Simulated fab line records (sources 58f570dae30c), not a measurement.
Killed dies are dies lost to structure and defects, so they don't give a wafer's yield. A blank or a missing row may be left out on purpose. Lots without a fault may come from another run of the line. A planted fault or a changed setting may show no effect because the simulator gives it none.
Problem report in the 8D (eight disciplines) form, filled by code -- flow berkeleyCmos170 -- the parts of the form that need people (team, actions taken, sign-off) are left out

## 1. WHAT WENT WRONG
Across 6 wafers from 2 lots, PLDD_RS at UCB170_SDANNEAL_RS_MEAS_04 averages 1094.5 ohm/sq, while fault-free wafers read 1032.4 ohm/sq with a standard deviation of 2.5. Relative to the usual mean, that is a shift of +25 standard deviations.
The step: measures by four-point-probe.
Earliest sighting: wafer L819.2 on filmMetro-02 at day 9 20:24. At this step, 42 wafers from 14 lots have a number in the record. Rule for "out", or "out of limits": more than 4 standard deviations from the usual mean. The other wafers with a number count as sound.

## 2. WHAT IT IS; WHAT IT IS NOT
question,is,is not
which readings at this step,PLDD_RS,-
which lots,"L819, L820","L807, L808, L809, L810, L811, L815, L817, L818, L821, L822, L828, L829"
which wafers of those lots,all that have a number,-
read on which gauges,"filmMetro-01, filmMetro-02",filmMetro-04
when,from day 9 20:24,"up to then (24 sound wafers); but 12 sound wafers of L821, L822, L828, L829 came after"

## 3. THE SUSPECTS, EACH WITH WHAT RULES IT OUT
Counting: a tool at a process step up to the reading stays a suspect if it ran every lot that is out and no sound lot after the first of them.
- the gauge at UCB170_SDANNEAL_RS_MEAS_04: ruled out. Those wafers that are out were read across 2 gauges (filmMetro-01, filmMetro-02).
- furnace-03 at UCB170_SPACER_ANNEAL_02 (time 1800 s): kept. It processed each lot that is out, first L819 at day 9 14:29, and no sound lot thereafter; up to then, the last sound lot it processed was L815 at day 9 00:41.
After counting, what remains is furnace-03 at UCB170_SPACER_ANNEAL_02.

## 4. THE CAUSE (what the simulator had put in)
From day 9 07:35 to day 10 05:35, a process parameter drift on furnace-03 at UCB170_SPACER_ANNEAL_02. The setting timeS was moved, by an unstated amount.
Counting left only this tool.

## 5. THE EFFECT CHAIN, in route order
Each row: a reading where the mean over the struck wafers with a number is more than 3 standard deviations away from the usual. Only readings whose record carries a usual standard deviation are examined. hours: median over the lots of the time between each lot's start at the first step of this table that gives one and its start at this step. sigmas: the change, counted in usual standard deviations.
hours,step,reading,usual,on struck wafers,change,sigmas
0,UCB170_SDANNEAL_RS_MEAS_04,PLDD_RS,1032.4 ohm/sq,1094.5,+62.1,+25
0,UCB170_SDANNEAL_RS_MEAS_05,NLDD_RS,616.9 ohm/sq,623.9,+7.0,+5.0

## 6. HOW IT WOULD HAVE BEEN CAUGHT EARLIER
13 hours passed between the start of the fault at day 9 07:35 and the first reading out of limits at a measuring or inspecting step in this record, taken at day 9 20:24.
Lots out: 2; all had begun UCB170_SPACER_ANNEAL_02 on furnace-03 by day 9 20:24. None of them would have been spared by holding the tool at that moment.
